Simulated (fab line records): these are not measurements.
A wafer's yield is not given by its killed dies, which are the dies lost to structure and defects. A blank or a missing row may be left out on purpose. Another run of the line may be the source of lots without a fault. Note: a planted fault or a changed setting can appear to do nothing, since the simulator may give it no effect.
Problem report in the 8D (eight disciplines) form, filled by code || flow ritCmos || the parts of the form that need people (team, actions taken, sign-off) are left out

## 1. WHAT IS WRONG
GATE_POLY_THK at RIT_GATE_THK_MEAS_09 reads a mean of 220.0 nm on 3 wafers of 1 lot; wafers without a fault read 249.5 nm with a standard deviation of 1.9. That puts it -16 standard deviations away from the usual mean.
Earliest sighting: wafer L678.1 on filmMetro-03 at day 6 21:40. Wafers with a number at this step in the record: 39, from 13 lots. By rule, "out" or "out of limits" means more than 4 standard deviations away from the usual mean. The other wafers with a number count as sound.

## 2. WHAT THIS IS AND IS NOT
{"question": "which readings at this step", "is": "GATE_POLY_THK", "is not": "-"}
{"question": "which lots", "is": "L678", "is not": "L657, L658, L659, L660, L661, L662, L663, L664, L668, L669, L673, L679"}
{"question": "which wafers of those lots", "is": "all that have a number", "is not": "-"}
{"question": "read on which gauges", "is": "filmMetro-03", "is not": "filmMetro-02, filmMetro-04"}
{"question": "when", "is": "from day 6 21:40", "is not": "up to then (33 sound wafers); but 3 sound wafers of L679 came after"}

## 3. SUSPECTS, AND WHAT RULES EACH OUT
Counting: a tool stays on the suspect list if, at a process step up to the reading, it processed all lots that are out and no sound lot following the first of them.
- the gauge at RIT_GATE_THK_MEAS_09: kept. All the wafers that are out were read on filmMetro-03, and no step on other tools shows them out.
- lpcvd-02 at RIT_GATE_CVD_08 (deposits poly-Si from SiH4, target thk 250 nm, time 2220 s): kept. It ran the lot that is out, L678 (day 6 19:14), and no sound lot after that; its last sound lot up to then is L664 (day 4 02:58).
The count leaves filmMetro-03 at RIT_GATE_THK_MEAS_09 and lpcvd-02 at RIT_GATE_CVD_08.

## 4. THE CAUSE (what the simulator had put in)
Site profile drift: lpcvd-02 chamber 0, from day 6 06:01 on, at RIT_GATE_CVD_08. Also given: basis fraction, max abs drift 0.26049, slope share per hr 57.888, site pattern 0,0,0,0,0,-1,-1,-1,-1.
This tool is one of the 2 suspects left after counting.

## 5. THE CHAIN OF EFFECTS, in route order
One row per reading whose mean, taken over the struck wafers that have a number, lies over 3 standard deviations from the usual. Only readings whose record carries a usual standard deviation are examined. hours: median over the lots of the time between each lot's start at the first step of this table that gives one and its start at this step. sigmas: the change, counted in usual standard deviations.
{"hours": 0, "step": "RIT_GATE_THK_MEAS_09", "reading": "GATE_POLY_THK", "usual": "249.5 nm", "on struck wafers": 220.0, "change": -29.5, "sigmas": -16}
{"hours": 1, "step": "RIT_GATE_ETCH_19", "reading": "oesProductAu", "usual": "0.846 a.u.", "on struck wafers": 0.772, "change": -0.074, "sigmas": -3.9}
Process steps it contains:
- RIT_GATE_ETCH_19: etches poly-Si in SF6/CHF3/O2, stops on SiO2, time 165 s, target depth 312.5 nm.

## 6. WHAT WOULD HAVE CAUGHT IT SOONER
16 hours passed between the start of the fault at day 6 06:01 and the first reading out of limits at a measuring or inspecting step in this record, taken at day 6 21:40.
Tool readings at RIT_GATE_CVD_08 with a usual standard deviation given in the record: none out on any struck wafer, hence no alarm at a limit of 4 standard deviations on them.
Each of the lots that are out, 1 in all, had begun RIT_GATE_CVD_08 on lpcvd-02 no later than day 6 21:40. A hold on the tool at that time would have spared none of them.
